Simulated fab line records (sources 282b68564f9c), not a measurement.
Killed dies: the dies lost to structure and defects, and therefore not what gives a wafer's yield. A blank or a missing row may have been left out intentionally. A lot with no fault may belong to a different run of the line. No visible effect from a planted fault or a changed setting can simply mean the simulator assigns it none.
fab line records | flow ritCmos
record lots=6 | wafers=18 | lastDay=7
route steps=202 shown REOX@100 NLDD@103 M1@202
lots with no fault: from the same line, run without faults
startH: hours from the record's opening day to when the first of the lot's shown wafers began | waitH: time in hours since the lot's previous step | " unchanged from the row above | L1.1+2: one row covering several wafers at once | - either no value or no given start | * or withheld: withheld | < > ~ a bound
route shown NAME@n: a module of which the file shows steps, and the number in the route of the first | usual: mean and standard deviation over wafers with no fault | same: alike in all rows | chamber/n: place in a boat | sites: each site's reading | _std_site: standard deviation across them | _edge_site: mean of outer sites minus mean of inner sites | radiusMm: how far each site lies from the wafer's centre | mask NAME#n: copy n | behind: the last tool/chamber to shape the wafer | hold: why the lot was held/for how many hours/how that ended | device: which transistor (n, p or np) failed to switch | end of line: the route-end tests of the same wafers | step lacking rows: just its recipe | killed: the dies lost at the first sort to structure and to defects; this is not the yield of the wafer | map: the dies of a wafer, with x for killed, . for not killed, _ for no die there
set.NAME: setting as actually run; set.NAME@STEP: the setting as run at that earlier step | model.NAME: the simulator's own value behind a step, which no gauge read
lots at selected steps of the route; one table per step, one row per wafer
services: from which hour (startH, from the record's first day; less than 0 if before it) a tool's chamber was out of use, for how many hours, and why
## steps
# step RIT_REOX_CLEAN_02
# recipe chemistry=SC2 | mix=3:3:50 | timeS=600 | tempC=75 | dry=n2Spin
# step RIT_REOX_OXIDATION_03
# recipe tempC=900 | ambient=O2 | targetThkA=252 | oxTimeS=5580
# step RIT_REOX_THK_MEAS_04
# recipe reads=SiO2_of_REOX_OXIDATION_03
# usual REOX_OXIDE_THK=24.9/0.4
lot.wafer | tool         | chamber | startH | waitH | REOX_OXIDE_THK[nm]
L309.2    | filmMetro-01 | -       | 57.12  | 0.0   | 25.2
L309.3    | "            | -       | "      | "     | 25.0
L309.5    | "            | -       | "      | "     | 24.4
L312.2    | filmMetro-04 | -       | 72.30  | 0.0   | 25.0
L312.4    | "            | -       | "      | "     | 24.8
L312.6    | "            | -       | "      | "     | 24.7
L314.2    | filmMetro-03 | -       | 82.74  | 0.0   | 25.2
L314.3    | "            | -       | "      | "     | 24.9
L314.6    | "            | -       | "      | "     | 24.8
L325.2    | filmMetro-03 | -       | 136.30 | 0.0   | 24.6
L325.4    | "            | -       | "      | "     | 24.7
L325.5    | "            | -       | "      | "     | 25.5
L326.1    | filmMetro-01 | -       | 139.98 | 0.0   | 24.8
L326.4    | "            | -       | "      | "     | 24.6
L326.6    | "            | -       | "      | "     | 24.6
L327.2    | filmMetro-03 | -       | 145.67 | 0.0   | 24.9
L327.3    | "            | -       | "      | "     | 24.8
L327.6    | "            | -       | "      | "     | 24.6
# step RIT_NLDD_HMDS_00
# recipe primeTimeS=60 | primeTempC=140
# step RIT_NLDD_COAT_01
# recipe resist=NOVOLAK | spinRpm=3250 | resistThkNm=1000
# step RIT_NLDD_SOFTBAKE_02
# recipe resist=NOVOLAK | tempC=90 | timeS=60
# step RIT_NLDD_EXPOSE_03
# recipe maskId=M7 | na=0.57 | targetCdNm=40700 | doseMj=250
# step RIT_NLDD_PEB_04
# recipe resist=NOVOLAK | tempC=withheld | timeS=withheld
# step RIT_NLDD_DEVELOP_05
# recipe resist=NOVOLAK | developTimeS=50 | devTempC=23
# step RIT_NLDD_OVL_MEAS_06
# usual NLDD_OVL=0.6/1.6
lot.wafer | tool       | chamber | startH | waitH | NLDD_OVL[nm]
L309.2    | overlay-01 | -       | 58.24  | -     | 2.1
L309.3    | "          | -       | "      | "     | 0.5
L309.5    | "          | -       | "      | "     | 1.8
L312.2    | overlay-02 | -       | 73.21  | -     | -0.3
L312.4    | "          | -       | "      | "     | -0.9
L312.6    | "          | -       | "      | "     | -2.9
L314.2    | overlay-01 | -       | 83.80  | -     | 1.6
L314.3    | "          | -       | "      | "     | 2.4
L314.6    | "          | -       | "      | "     | 1.3
L325.2    | overlay-02 | -       | 137.31 | -     | 0.6
L325.4    | "          | -       | "      | "     | 1.1
L325.5    | "          | -       | "      | "     | 2.1
L326.1    | overlay-01 | -       | 140.91 | -     | 1.4
L326.4    | "          | -       | "      | "     | 2.5
L326.6    | "          | -       | "      | "     | 5.1
L327.2    | overlay-02 | -       | 146.70 | -     | 0.7
L327.3    | "          | -       | "      | "     | 0.2
L327.6    | "          | -       | "      | "     | 1.3
# step RIT_NLDD_HARDBAKE_07
# recipe resist=NOVOLAK | tempC=140 | timeS=60
# step RIT_NLDD_IMPLANT_08
# recipe species=P | energyKev=20.13 | doseCm2=5e+14 | tiltDeg=7
# step RIT_NLDD_STRIP_09
# recipe chemistry=O2 | timeS=180 | resist=NOVOLAK | platenTempC=withheld | powerW=500 | pressureMtorr=4000 | o2FlowSccm=4000
# usual chamberPressureMTorr=4000/4 | drypumpMotorCurrentA=5.5/0.37
lot.wafer | tool           | chamber | startH | waitH | chamberPressureMTorr | drypumpMotorCurrentA | rfHoursCounterH
L309.2    | plasmaAsher-04 | 1       | 58.57  | 0.1   | 4001                 | 5.6                  | 42
L309.3    | "              | 1       | "      | "     | 4000                 | 5.5                  | -
L309.5    | "              | 0       | "      | "     | 4004                 | 5.8                  | -
L312.2    | plasmaAsher-03 | 1       | 73.54  | 0.1   | 3200                 | 5.7                  | 44
L312.4    | "              | 1       | "      | "     | 3194                 | 5.7                  | -
L312.6    | "              | 0       | "      | "     | 3205                 | 4.8                  | -
L314.2    | plasmaAsher-03 | 1       | 84.13  | 0.1   | 3206                 | 5.7                  | 45
L314.3    | "              | 0       | "      | "     | 3201                 | 4.8                  | -
L314.6    | "              | 0       | "      | "     | 3197                 | 4.8                  | -
L325.2    | plasmaAsher-02 | 1       | 137.64 | 0.1   | 3995                 | 5.7                  | 51
L325.4    | "              | 0       | "      | "     | 3996                 | 5.3                  | -
L325.5    | "              | 1       | "      | "     | 3993                 | 5.7                  | -
L326.1    | plasmaAsher-04 | 1       | 141.24 | 0.1   | 4003                 | 5.5                  | 3
L326.4    | "              | 0       | "      | "     | 3997                 | 5.8                  | -
L326.6    | "              | 1       | "      | "     | 4000                 | 5.5                  | -
L327.2    | plasmaAsher-03 | 0       | 147.03 | 0.1   | 3996                 | 4.8                  | 52
L327.3    | "              | 1       | "      | "     | 4003                 | 5.7                  | -
L327.6    | "              | 0       | "      | "     | 3991                 | 4.8                  | -
# step RIT_NLDD_TW_MEAS_10
# usual NLDD_TW=2477/23
lot.wafer | tool         | chamber | startH | waitH | NLDD_TW
L309.2    | filmMetro-01 | -       | 58.76  | 0.1   | 2499
L309.3    | "            | -       | "      | "     | 2494
L309.5    | "            | -       | "      | "     | 2498
L312.2    | filmMetro-03 | -       | 73.73  | 0.1   | 2453
L312.4    | "            | -       | "      | "     | 2463
L312.6    | "            | -       | "      | "     | 2474
L314.2    | filmMetro-02 | -       | 84.32  | 0.1   | 2450
L314.3    | "            | -       | "      | "     | 2477
L314.6    | "            | -       | "      | "     | 2461
L325.2    | filmMetro-01 | -       | 137.82 | 0.1   | 2501
L325.4    | "            | -       | "      | "     | 2517
L325.5    | "            | -       | "      | "     | 2500
L326.1    | filmMetro-02 | -       | 141.42 | 0.1   | 2450
L326.4    | "            | -       | "      | "     | 2462
L326.6    | "            | -       | "      | "     | 2470
L327.2    | filmMetro-03 | -       | 147.22 | 0.1   | 2452
L327.3    | "            | -       | "      | "     | 2448
L327.6    | "            | -       | "      | "     | 2459
# step RIT_M1_PROBE_99
# usual killedAtContacts=0.1/0.31 | killedAtFrontEnd=7/3.2 | killedDies=7/3.2 | killedOpen=3.6/2.1 | killedShort=3.5/2.1
# same grossDies=264 | killed_at_M0_to_M3=0 | killed_at_M4_up=0 | killedAtBackSide=0 | killedAtOther=0
lot.wafer | tool      | chamber | startH | waitH | killedAtContacts | killedAtFrontEnd | killedDies | killedOpen | killedShort
L314.2    | prober-02 | -       | 99.59  | 0.1   | 0                | 12               | 12         | 3          | 9
L314.3    | prober-02 | -       | 99.64  | 0.2   | 0                | 11               | 11         | 8          | 3
L314.6    | prober-02 | -       | 99.79  | 0.2   | 0                | 7                | 7          | 4          | 3
L326.1    | prober-02 | -       | 156.39 | 0.1   | 0                | 5                | 5          | 1          | 4
L326.4    | prober-02 | -       | 156.54 | 0.2   | 0                | 2                | 2          | 1          | 1
L326.6    | prober-02 | -       | 156.64 | 0.2   | 0                | 7                | 7          | 2          | 4
# killed by level:class
L314.2 SILICIDE:geometricParticle:short=4 REOX:geometricParticle:short=2 FOX1:geometricParticle:short=1 GATE:geometricParticle:open=1 GATE:geometricParticle:short=1 REOX:geometricParticle:open=1 SPACER:geometricParticle:short=1 SILICIDE:geometricParticle:open=1
L314.3 REOX:geometricParticle:open=3 SPACER:geometricParticle:open=3 GATE:geometricParticle:short=1 GATE:geometricParticle:open=1 SPACER:geometricParticle:short=1 SILICIDE:geometricParticle:short=1 SILICIDE:geometricParticle:open=1
L314.6 SPACER:geometricParticle:short=3 GATE:geometricParticle:open=1 REOX:geometricParticle:open=1 SPACER:geometricParticle:open=1 SILICIDE:geometricParticle:open=1
L326.1 GATE:geometricParticle:short=2 REOX:geometricParticle:short=2 GATE:geometricParticle:open=1
L326.4 FOX1:geometricParticle:short=1 SILICIDE:geometricParticle:open=1
L326.6 GATE:geometricParticle:short=2 GATE:geometricParticle:open=1 REOX:geometricParticle:short=1 SPACER:geometricParticle:open=1 SILICIDE:geometricParticle:short=1 GATE:coatMicrobubblePrinted=1
## services
tool           | chamber | startH | hours | kind
plasmaAsher-04 | -       | 54.47  | 2.2   | repair
plasmaAsher-04 | -       | 108.75 | 9.0   | pm
plasmaAsher-04 | 0       | 108.75 | 9.0   | ventCycle
plasmaAsher-04 | 1       | 108.75 | 9.0   | ventCycle
plasmaAsher-04 | 0       | 117.75 | -     | clean
plasmaAsher-04 | 1       | 117.75 | -     | clean
plasmaAsher-02 | -       | 122.05 | 2.1   | repair
## key
firstSign step=RIT_NLDD_STRIP_09 | reading=chamberPressureMTorr | direction=down | sigmas=99+ | usual=4000 | struck=3200
effect none on later readings
metAt RIT_NLDD_STRIP_09
struckWafers L312.2,L312.4,L312.6,L314.2,L314.3,L314.6
testerLeftOut L312,L314
fault kind=processParameterDrift | tool=plasmaAsher-03 | chamber=- | onsetH=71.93 | steps=RIT_NLDD_STRIP_09 | channel=pressureMtorr | offset=-800 | shape=step | endH=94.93 | actsIn=theseRecipesOnly | stated=4000
# testerLeftOut: of these lots the tester's yield and bins aren't shown, on N5 and GAA mostly nor the transistor test; their killed dies are dies lost to structure and defects alone, not to doping, threshold or leakage, so they don't give the yield
